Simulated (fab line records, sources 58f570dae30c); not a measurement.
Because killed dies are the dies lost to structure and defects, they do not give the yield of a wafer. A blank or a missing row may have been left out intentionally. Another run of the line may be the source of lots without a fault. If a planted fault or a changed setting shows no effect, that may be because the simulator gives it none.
fab line records	flow berkeleyCmos170
[record] lots = 5	wafers = 23
route steps=331 shown NWELL@27 PWELL@39 ACTIVE@70 PFIELD@86 SACOX@98 NLDD@168 PSD@178 NSD@195 SDANNEAL@205
startH: hours from the record's first day to the start of the lot's first wafer shown	waitH: hours from the lot's prior step to this one	" same as the row above	L1.1+2: a row that stands for several wafers	- no value present, or no start provided	* or withheld: withheld	< > ~ a bound
route shown NAME@n: NAME is a module with steps in the file, n the number in the route of the first one	usual: mean/standard deviation taken from wafers without a fault	same: alike in all rows	chamber/n: place in a boat	sites: the reading at each site	_std_site: the values' standard deviation	_edge_site: inner sites' mean taken away from outer sites' mean	radiusMm: how far each site lies from the wafer's centre	mask NAME#n: copy n	behind: the most recent tool/chamber to have shaped the wafer	hold: reason for holding the lot/hours on hold/outcome of the hold	device: whichever transistor did not switch (one of n, p or np)	end of line: the tests these same wafers got at the end of their route	step lacking rows: just its recipe	killed: count of dies lost to structure and defects at first sort (not the wafer's yield)	map: shows each die of a wafer: x if killed, . if not, _ if none is there
set.NAME: the run value of the setting; set.NAME@STEP: its run value at that earlier step	model.NAME: the simulator's own value behind a step, which no gauge read
lots where settings were altered on purpose, with a table for each step and a row for each wafer
[[steps]]
[step UCB170_NWELL_ETCH_13]
[recipe] chemistry = CH3F/Ar/O2	target = Si3N4	stopOn = SiO2	CH3F_flow_sccm = 20	Ar_flow_sccm = 50	O2_flow_sccm = 7	pressureMtorr = 50	rfW = 450	targetDepthA = 2464	overEtchFrac = 0.1	timeS = 154
lot.wafer	tool	chamber	startH	waitH	set.timeS	model.KrF_of_NWELL_COAT_07.thkNm
L074.1	rieDiel-02	0	38.94	0.1	154	722.5
L074.2	"	3	"	"	163.9	714.8
L074.4	"	2	"	"	154	722.7
L074.5	"	2	"	"	154	725.7
L074.6	"	3	"	"	163.9	719.3
L075.1	rieDiel-04	3	39.87	0.0	154	723.3
L075.2	"	1	"	"	173.2	704
L075.4	"	0	"	"	173.2	702
L075.5	"	1	"	"	154	722.5
L075.6	"	0	"	"	154	724.5
L080.1	rieDiel-02	3	68.39	0.0	154	727.5
L080.4	"	2	"	"	154	727
L080.6	"	1	"	"	154	725.1
L082.1	rieDiel-01	0	81.87	0.0	159.8	711.2
L082.3	"	1	"	"	154	721.6
L082.4	"	2	"	"	159.8	713.4
L082.5	"	2	"	"	154	717.1
L082.6	"	3	"	"	159.8	711.3
L083.2	rieDiel-04	1	82.12	0.0	134.8	742.9
L083.3	"	0	"	"	154	720.3
L083.4	"	2	"	"	154	722.8
L083.5	"	1	"	"	134.8	742.5
L083.6	"	0	"	"	134.8	740.8
[step UCB170_NWELL_IMPLANT_14]
[recipe] species = P	doseCm2 = 1e+13	energyKev = 150	tiltDeg = 7
[step UCB170_NWELL_STRIP_15]
[recipe] chemistry = O2	powerW = 400	pressureMtorr = 3500	platenTempC = withheld	o2FlowSccm = 400	overashFraction = 0.5
[usual] stripTimeToEndpointS = 18.05/0.074
lot.wafer	tool	chamber	startH	waitH	set.timeS@NWELL_ETCH_13	stripTimeToEndpointS
L074.1	plasmaAsher-02	0	39.19	0.1	154	18.04
L074.2	"	1	"	"	163.9	17.86
L074.4	"	1	"	"	154	18.04
L074.5	"	1	"	"	154	18.12
L074.6	"	0	"	"	163.9	17.97
L075.1	plasmaAsher-04	1	40.12	0.1	154	18.07
L075.2	"	0	"	"	173.2	17.61
L075.4	"	1	"	"	173.2	17.56
L075.5	"	1	"	"	154	18.03
L075.6	"	0	"	"	154	18.10
L080.1	plasmaAsher-03	0	68.64	0.1	154	18.18
L080.4	"	0	"	"	154	18.15
L080.6	"	0	"	"	154	18.11
L082.1	plasmaAsher-03	0	82.12	0.1	159.8	17.76
L082.3	"	0	"	"	154	17.99
L082.4	"	1	"	"	159.8	17.82
L082.5	"	1	"	"	154	17.90
L082.6	"	0	"	"	159.8	17.77
L083.2	plasmaAsher-04	1	82.38	0.1	134.8	18.53
L083.3	"	0	"	"	154	17.98
L083.4	"	1	"	"	154	18.04
L083.5	"	1	"	"	134.8	18.53
L083.6	"	0	"	"	134.8	18.46
[step UCB170_PWELL_CVD_05]
[recipe] material = Si3N4	targetThkNm = 220	tempC = 800	precursor = SiH2Cl2/NH3	timeS = 3300	pressureMtorr = 200	sih2cl2FlowSccm = 25	nh3FlowSccm = 75
lot.wafer	tool	chamber	startH	waitH	set.sih2cl2FlowSccm	model.Si3N4_of_PWELL_CVD_05.thkNm
L074.1	-	-	-	0.0	23.31	214.4
L074.2	"	-	"	"	23.31	214.1
L074.4	"	-	"	"	23.31	216.6
L074.5	"	-	"	"	23.31	216.1
L074.6	"	-	"	"	23.31	215.4
L075.1+4	-	-	-	0.0	26.49	224.6
L075.2	"	-	"	"	26.49	222.1
L075.5	"	-	"	"	26.49	223.1
L075.6	"	-	"	"	26.49	225.4
L080.1	lpcvd-01	0	87.51	0.0	25	218.2
L080.4	"	0	"	"	25	221.9
L080.6	"	0	"	"	25	219.4
L082.1	-	-	-	0.0	27.22	224.1
L082.3	"	-	"	"	27.22	221.9
L082.4	"	-	"	"	27.22	223.9
L082.5	"	-	"	"	27.22	223.5
L082.6	"	-	"	"	27.22	222.8
L083.2	-	-	-	0.0	25	218.7
L083.3	"	-	"	"	25	219.6
L083.4	"	-	"	"	25	217
L083.5	"	-	"	"	25	218
L083.6	"	-	"	"	25	217.8
[step UCB170_ACTIVE_EXPOSE_10]
[recipe] maskId = ACTIVE	targetCdNm = 1200	na = 0.5	sigmaOuter = 0.6	sourceShape = conventional	doseMj = 20
lot.wafer	tool	chamber	startH	waitH	mask	set.doseMj
L074.1+2+4+5+6	krfScanner-02	0	98.35	0.2	ACTIVE#0	20
L075.1+2+5	krfScanner-02	0	98.85	0.4	ACTIVE#0	20
L075.4+6	"	0	"	"	ACTIVE#0	18.66
L080.1+4+6	krfScanner-02	0	122.79	0.4	ACTIVE#0	20
L082.1+3+4+5+6	krfScanner-02	0	138.00	0.1	ACTIVE#0	20
L083.2+3+6	krfScanner-02	0	138.18	0.1	ACTIVE#0	21.34
L083.4+5	"	0	"	"	ACTIVE#0	20
[step UCB170_ACTIVE_PEB_11]
[recipe] pebTempC = 130	pebTimeS = withheld	resist = KrF
[step UCB170_ACTIVE_DEVELOP_12]
[recipe] developer = TMAH	developTimeS = 45	resist = KrF	devTempC = 21
[step UCB170_ACTIVE_CD_MEAS_13]
[recipe] targetCdNm = 1200
[usual] cdNm = 1200.0/1.5
lot.wafer	tool	chamber	startH	waitH	set.doseMj@ACTIVE_EXPOSE_10	cdNm
L074.1	cdSem-01	-	99.03	-	20	1198.4
L074.2	"	-	"	"	20	1198.4
L074.4	"	-	"	"	20	1198.0
L074.5	"	-	"	"	20	1197.2
L074.6	"	-	"	"	20	1197.4
L075.1	cdSem-02	-	100.03	-	20	1198.7
L075.2	"	-	"	"	20	1200.0
L075.4	"	-	"	"	18.66	1212.1
L075.5	"	-	"	"	20	1198.5
L075.6	"	-	"	"	18.66	1212.2
L080.1	cdSem-02	-	123.18	-	20	1199.7
L080.4	"	-	"	"	20	1202.1
L080.6	"	-	"	"	20	1198.4
L082.1	cdSem-01	-	138.77	-	20	1201.5
L082.3	"	-	"	"	20	1201.7
L082.4	"	-	"	"	20	1201.0
L082.5	"	-	"	"	20	1200.9
L082.6	"	-	"	"	20	1200.5
L083.2	cdSem-02	-	139.29	-	21.34	1189.8
L083.3	"	-	"	"	21.34	1190.7
L083.4	"	-	"	"	20	1200.3
L083.5	"	-	"	"	20	1202.3
L083.6	"	-	"	"	21.34	1191.1
[step UCB170_ACTIVE_ETCH_15]
[recipe] chemistry = CH3F/Ar/O2	target = Si3N4	stopOn = SiO2	CH3F_flow_sccm = 20	Ar_flow_sccm = 50	O2_flow_sccm = 7	pressureMtorr = 50	rfW = 450	targetDepthA = 2420	overEtchFrac = 0.1	timeS = 151
lot.wafer	tool	chamber	startH	waitH	set.doseMj@ACTIVE_EXPOSE_10	model.ACTIVE.cdNm
L074.1+2	rieDiel-03	0,3	99.19	0.0	20	-
L074.4+6	"	2,0	"	"	20	1198
L074.5	"	3	"	"	20	1197
L075.1+5	rieDiel-04	2,3	100.19	0.0	20	1199
L075.2	"	3	"	"	20	1200
L075.4+6	"	0,2	"	"	18.66	1212
L080.1+6	rieDiel-04	0	123.34	0.0	20	1199
L080.4	"	2	"	"	20	1202
L082.1+3	rieDiel-04	0,2	138.93	0.0	20	1202
L082.4+5	"	0,2	"	"	20	1201
L082.6	"	3	"	"	20	1200
L083.2	rieDiel-03	0	139.43	0.0	21.34	1190
L083.3+6	"	3,1	"	"	21.34	1191
L083.4	"	1	"	"	20	1201
L083.5	"	2	"	"	20	1202
[step UCB170_ACTIVE_STRIP_16]
[recipe] chemistry = O2	powerW = 400	pressureMtorr = 3500	platenTempC = withheld	o2FlowSccm = 400	overashFraction = 0.5
[step UCB170_ACTIVE_CD_MEAS_90]
[recipe] targetCdNm = 1200
[usual] cdNm = 1200.0/1.5
lot.wafer	tool	chamber	startH	waitH	set.doseMj@ACTIVE_EXPOSE_10	cdNm
L074.1	cdSem-02	-	99.39	0.1	20	1198.2
L074.2	"	-	"	"	20	1198.2
L074.4	"	-	"	"	20	1198.2
L074.5	"	-	"	"	20	1197.3
L074.6	"	-	"	"	20	1197.3
L075.1	cdSem-02	-	100.39	0.1	20	1198.4
L075.2	"	-	"	"	20	1199.8
L075.4	"	-	"	"	18.66	1212.3
L075.5	"	-	"	"	20	1198.3
L075.6	"	-	"	"	18.66	1212.0
L080.1	cdSem-02	-	123.54	0.1	20	1199.8
L080.4	"	-	"	"	20	1202.2
L080.6	"	-	"	"	20	1198.8
L082.1	cdSem-02	-	139.13	0.1	20	1201.8
L082.3	"	-	"	"	20	1201.8
L082.4	"	-	"	"	20	1200.8
L082.5	"	-	"	"	20	1200.9
L082.6	"	-	"	"	20	1200.2
L083.2	cdSem-02	-	139.69	0.1	21.34	1190.1
L083.3	"	-	"	"	21.34	1190.8
L083.4	"	-	"	"	20	1200.8
L083.5	"	-	"	"	20	1202.2
L083.6	"	-	"	"	21.34	1190.7
[step UCB170_PFIELD_IMPLANT_07]
[recipe] species = B	doseCm2 = 2e+13	energyKev = 80	tiltDeg = 7
lot.wafer	tool	chamber	startH	waitH	set.energyKev	model.implant.rpNm	model.implant.drpNm
L074.1+2	implanter-03	0	101.28	0.0	75.76	253.4	72.89
L074.4+5+6	"	0	"	"	80	264.5	74.86
L075.1+4	implanter-01	0	102.39	0.0	83.1	270.1	76.2
L075.2+5+6	"	0	"	"	80	261.7	74.86
L080.1+4+6	implanter-01	0	127.24	0.0	80	266.7	74.86
L082.1+3+6	implanter-02	0	141.21	0.0	76.78	262.3	73.38
L082.4+5	"	0	"	"	80	271	74.86
L083.2+4+5	implanter-02	0	141.75	0.0	78.17	249.6	74.02
L083.3+6	"	0	"	"	80	254.3	74.86
[step UCB170_SACOX_OXIDATION_01]
[recipe] tempC = 900	ambient = O2	targetThkA = 144	oxTimeS = 2400
lot.wafer	tool	chamber	startH	waitH	set.oxTimeS	model.SiO2_of_SACOX_OXIDATION_01.thkNm
L074.1+5	-	-	-	5.6	2676	15.68
L074.2	"	-	"	"	2676	15.49
L074.4	"	-	"	"	2676	15.55
L074.6	"	-	"	"	2676	15.4
L075.1	-	-	-	5.6	2087	13.08
L075.2	"	-	"	"	2087	13.29
L075.4	"	-	"	"	2087	13.18
L075.5	"	-	"	"	2087	13.49
L075.6	"	-	"	"	2087	13.1
L080.1	furnace-01	0	152.70	7.6	2400	14.16
L080.4	"	0	"	"	2400	14.56
L080.6	"	0	"	"	2400	14.36
L082.1	-	-	-	5.7	2267	13.53
L082.3	"	-	"	"	2267	13.76
L082.4+5	"	-	"	"	2267	13.73
L082.6	"	-	"	"	2267	13.8
L083.2	-	-	-	5.7	2577	15.39
L083.3	"	-	"	"	2577	15.29
L083.4	"	-	"	"	2577	15.23
L083.5	"	-	"	"	2577	15.34
L083.6	"	-	"	"	2577	15.55
[step UCB170_SACOX_THK_MEAS_02]
[recipe] reads = SiO2_of_SACOX_OXIDATION_01
[usual] SACOX_OXIDE_THK = 14.39/0.2
lot.wafer	tool	chamber	startH	waitH	set.oxTimeS@SACOX_OXIDATION_01	SACOX_OXIDE_THK[nm]
L074.1	filmMetro-04	-	-	-	2676	15.70
L074.2	"	-	"	"	2676	15.61
L074.4	"	-	"	"	2676	15.54
L074.5	"	-	"	"	2676	15.72
L074.6	"	-	"	"	2676	15.40
L075.1	filmMetro-03	-	-	-	2087	13.05
L075.2	"	-	"	"	2087	13.31
L075.4	"	-	"	"	2087	13.16
L075.5	"	-	"	"	2087	13.43
L075.6	"	-	"	"	2087	13.09
L080.1	filmMetro-01	-	154.37	0.0	2400	14.13
L080.4	"	-	"	"	2400	14.57
L080.6	"	-	"	"	2400	14.34
L083.2	filmMetro-03	-	-	-	2577	15.33
L083.3	"	-	"	"	2577	15.33
L083.4	"	-	"	"	2577	15.19
L083.5	"	-	"	"	2577	15.32
L083.6	"	-	"	"	2577	15.58
L082.1	filmMetro-01	-	-	-	2267	13.63
L082.3	"	-	"	"	2267	13.76
L082.4	"	-	"	"	2267	13.73
L082.5	"	-	"	"	2267	13.70
L082.6	"	-	"	"	2267	13.78
[step UCB170_NLDD_STRIP_10]
[recipe] chemistry = O2	powerW = 400	pressureMtorr = 3500	platenTempC = withheld	o2FlowSccm = 400	overashFraction = 0.5
[usual] stripTimeToEndpointS = 21.64/0.074
lot.wafer	tool	chamber	startH	waitH	set.o2FlowSccm	stripTimeToEndpointS
L075.1	plasmaAsher-02	0	167.84	0.1	400	21.58
L075.2	"	1	"	"	400	21.53
L075.4	"	1	"	"	415.2	21.42
L075.5	"	1	"	"	415.2	21.48
L075.6	"	0	"	"	400	21.61
L074.1	plasmaAsher-03	1	168.24	0.1	451.2	21.22
L074.2	"	0	"	"	400	21.59
L074.4	"	1	"	"	451.2	21.18
L074.5	"	1	"	"	400	21.56
L074.6	"	0	"	"	451.2	21.21
L080.1	plasmaAsher-04	1	200.28	0.1	400	21.72
L080.4	"	1	"	"	400	21.62
L080.6	"	1	"	"	400	21.68
L083.2	plasmaAsher-03	0	212.26	0.1	400	21.62
L083.3	"	0	"	"	400	21.71
L083.4	"	1	"	"	400	21.61
L083.5	"	0	"	"	400	21.70
L083.6	"	1	"	"	400	21.62
L082.1	plasmaAsher-04	1	213.30	0.1	445.8	21.34
L082.3	"	0	"	"	400	21.67
L082.4	"	1	"	"	445.8	21.36
L082.5	"	0	"	"	400	21.70
L082.6	"	1	"	"	445.8	21.38
[step UCB170_PSD_EXPOSE_03]
[recipe] maskId = PSELECT_MOD	na = 0.5	sigmaOuter = 0.6	sourceShape = conventional	targetCdNm = 1200	doseMj = 30
lot.wafer	tool	chamber	startH	waitH	mask	set.doseMj
L074.1+2+4	krfScanner-02	0	175.60	0.2	PSELECT_MOD#0	27.83
L074.5+6	"	0	"	"	PSELECT_MOD#0	30
L075.1+5	krfScanner-02	0	175.71	0.3	PSELECT_MOD#0	30
L075.2+4+6	"	0	"	"	PSELECT_MOD#0	28.31
L080.1+4+6	krfScanner-02	0	206.13	0.2	PSELECT_MOD#0	30
L083.2+3+5	krfScanner-01	0	218.30	0.2	PSELECT_MOD#0	31.59
L083.4+6	"	0	"	"	PSELECT_MOD#0	30
L082.1+4+5	krfScanner-01	0	218.88	0.4	PSELECT_MOD#0	30.66
L082.3+6	"	0	"	"	PSELECT_MOD#0	30
[step UCB170_PSD_PEB_04]
[recipe] pebTempC = 130	pebTimeS = withheld	resist = KrF
[step UCB170_PSD_DEVELOP_05]
[recipe] developer = TMAH	developTimeS = 45	resist = KrF	devTempC = 21
[step UCB170_PSD_CD_MEAS_06]
[recipe] targetCdNm = 1200
[usual] cdNm = 1200.2/1.6
lot.wafer	tool	chamber	startH	waitH	set.doseMj@PSD_EXPOSE_03	cdNm
L074.1	cdSem-02	-	176.02	-	27.83	1188.2
L074.2	"	-	"	"	27.83	1189.6
L074.4	"	-	"	"	27.83	1189.0
L074.5	"	-	"	"	30	1201.8
L074.6	"	-	"	"	30	1203.2
L075.1	cdSem-01	-	176.18	-	30	1199.2
L075.2	"	-	"	"	28.31	1189.5
L075.4	"	-	"	"	28.31	1190.4
L075.5	"	-	"	"	30	1200.3
L075.6	"	-	"	"	28.31	1190.3
L080.1	cdSem-02	-	206.85	-	30	1200.6
L080.4	"	-	"	"	30	1199.7
L080.6	"	-	"	"	30	1201.9
L083.2	cdSem-01	-	219.11	-	31.59	1209.4
L083.3	"	-	"	"	31.59	1209.8
L083.4	"	-	"	"	30	1199.2
L083.5	"	-	"	"	31.59	1208.2
L083.6	"	-	"	"	30	1200.6
L082.1	cdSem-01	-	219.61	-	30.66	1205.8
L082.3	"	-	"	"	30	1202.2
L082.4	"	-	"	"	30.66	1207.0
L082.5	"	-	"	"	30.66	1206.0
L082.6	"	-	"	"	30	1202.7
[step UCB170_NSD_IMPLANT_08]
[recipe] species = P	doseCm2 = 3e+15	energyKev = 40	tiltDeg = 7
lot.wafer	tool	chamber	startH	waitH	set.doseCm2
L074.1+6	implanter-04	0	177.86	0.0	2.78e+15
L074.2+4+5	"	0	"	"	3e+15
L075.1+4+5	implanter-03	0	178.10	0.0	3e+15
L075.2+6	"	0	"	"	3.16e+15
L080.1+4+6	implanter-03	0	208.61	0.0	3e+15
L083.2+3+4+5+6	implanter-01	0	221.17	0.0	3e+15
L082.1+3+4+5+6	implanter-04	0	222.08	0.0	3e+15
[step UCB170_NSD_STRIP_09]
[recipe] chemistry = O2	powerW = 400	pressureMtorr = 3500	platenTempC = withheld	o2FlowSccm = 400	overashFraction = 0.5
[usual] stripTimeToEndpointS = 35.82/0.071
lot.wafer	tool	chamber	startH	waitH	set.doseCm2@NSD_IMPLANT_08	stripTimeToEndpointS
L074.1	plasmaAsher-03	1	178.01	0.1	2.78e+15	35.13
L074.2	"	0	"	"	3e+15	35.80
L074.4	"	1	"	"	3e+15	35.74
L074.5	"	1	"	"	3e+15	35.74
L074.6	"	0	"	"	2.78e+15	35.05
L075.1	plasmaAsher-01	1	178.25	0.1	3e+15	35.84
L075.2	"	0	"	"	3.16e+15	36.28
L075.4	"	0	"	"	3e+15	35.78
L075.5	"	1	"	"	3e+15	35.80
L075.6	"	0	"	"	3.16e+15	36.33
L080.1	plasmaAsher-01	1	208.76	0.1	3e+15	35.63
L080.4	"	1	"	"	3e+15	35.69
L080.6	"	1	"	"	3e+15	35.69
L083.2	plasmaAsher-01	1	221.30	0.1	3e+15	35.91
L083.3	"	1	"	"	3e+15	35.81
L083.4	"	0	"	"	3e+15	35.87
L083.5	"	1	"	"	3e+15	35.91
L083.6	"	0	"	"	3e+15	35.91
L082.1	plasmaAsher-01	0	222.23	0.1	3e+15	35.85
L082.3	"	1	"	"	3e+15	35.83
L082.4	"	0	"	"	3e+15	35.90
L082.5	"	0	"	"	3e+15	35.96
L082.6	"	1	"	"	3e+15	35.90
[step UCB170_NSD_CLEAN_11]
[recipe] chemistry = SPM	tempC = 120	timeS = 600
[step UCB170_SDANNEAL_RTA_01]
[recipe] tempC = 1050	timeS = 5	ambient = N2
[step UCB170_SDANNEAL_RS_MEAS_03]
[recipe] thkMeasGauge = four-point-probe
[usual] NSD_RS = 37.25/0.078
lot.wafer	tool	chamber	startH	waitH	set.doseCm2@NSD_IMPLANT_08	NSD_RS[ohm/sq]
L074.1	filmMetro-03	-	179.59	0.1	2.78e+15	38.64
L074.2	"	-	"	"	3e+15	37.26
L074.4	"	-	"	"	3e+15	37.21
L074.5	"	-	"	"	3e+15	37.34
L074.6	"	-	"	"	2.78e+15	38.62
L075.1	filmMetro-02	-	179.72	0.1	3e+15	37.30
L075.2	"	-	"	"	3.16e+15	36.49
L075.4	"	-	"	"	3e+15	37.41
L075.5	"	-	"	"	3e+15	37.46
L075.6	"	-	"	"	3.16e+15	36.50
L080.1	filmMetro-01	-	210.89	0.1	3e+15	37.25
L080.4	"	-	"	"	3e+15	37.40
L080.6	"	-	"	"	3e+15	37.32
L083.2	filmMetro-02	-	222.62	0.1	3e+15	37.21
L083.3	"	-	"	"	3e+15	37.24
L083.4	"	-	"	"	3e+15	37.20
L083.5	"	-	"	"	3e+15	37.25
L083.6	"	-	"	"	3e+15	37.13
L082.1	filmMetro-01	-	223.67	0.1	3e+15	37.38
L082.3	"	-	"	"	3e+15	37.20
L082.4	"	-	"	"	3e+15	37.29
L082.5	"	-	"	"	3e+15	37.32
L082.6	"	-	"	"	3e+15	37.28
[[key]]
[split] step = UCB170_NWELL_ETCH_13	setting = timeS	stated = 154	by = wafer
[response] step = UCB170_NWELL_ETCH_13	reading = model.KrF_of_NWELL_COAT_07.thkNm	change = -1.58	per = 1%	r = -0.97
[response] step = UCB170_NWELL_STRIP_15	reading = stripTimeToEndpointS	change = *	per = 1%	r = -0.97
[split] step = UCB170_PWELL_CVD_05	setting = sih2cl2FlowSccm	stated = 25	by = lot
[response] step = UCB170_PWELL_CVD_05	reading = model.Si3N4_of_PWELL_CVD_05.thkNm	change = +0.568	per = 1%	r = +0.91
[split] step = UCB170_ACTIVE_EXPOSE_10	setting = doseMj	stated = 20	by = wafer
[response] step = UCB170_ACTIVE_CD_MEAS_13	reading = cdNm	change = -1.78	per = 1%	r = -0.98
[response] step = UCB170_ACTIVE_ETCH_15	reading = model.ACTIVE.cdNm	change = -1.77	per = 1%	r = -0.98
[response] step = UCB170_ACTIVE_CD_MEAS_90	reading = cdNm	change = -1.82	per = 1%	r = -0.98
[split] step = UCB170_PFIELD_IMPLANT_07	setting = energyKev	stated = 80	by = wafer
[response] step = UCB170_PFIELD_IMPLANT_07	reading = model.implant.rpNm	change = +2.13	per = 1%	r = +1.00
[response] step = UCB170_PFIELD_IMPLANT_07	reading = model.implant.drpNm	change = +0.364	per = 1%	r = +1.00
[split] step = UCB170_SACOX_OXIDATION_01	setting = oxTimeS	stated = 2400	by = lot
[response] step = UCB170_SACOX_OXIDATION_01	reading = model.SiO2_of_SACOX_OXIDATION_01.thkNm	change = +0.102	per = 1%	r = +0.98
[response] step = UCB170_SACOX_THK_MEAS_02	reading = SACOX_OXIDE_THK	change = +0.103	per = 1%	r = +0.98
[split] step = UCB170_NLDD_STRIP_10	setting = o2FlowSccm	stated = 400	by = wafer
[response] step = UCB170_NLDD_STRIP_10	reading = stripTimeToEndpointS	change = *	per = 1%	r = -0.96
[split] step = UCB170_PSD_EXPOSE_03	setting = doseMj	stated = 30	by = wafer
[response] step = UCB170_PSD_CD_MEAS_06	reading = cdNm	change = +1.79	per = 1%	r = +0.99
[split] step = UCB170_NSD_IMPLANT_08	setting = doseCm2	stated = 3e+15	by = wafer
[response] step = UCB170_NSD_STRIP_09	reading = stripTimeToEndpointS	change = *	per = 1%	r = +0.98
[response] step = UCB170_SDANNEAL_RS_MEAS_03	reading = NSD_RS	change = -0.179	per = 1%	r = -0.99
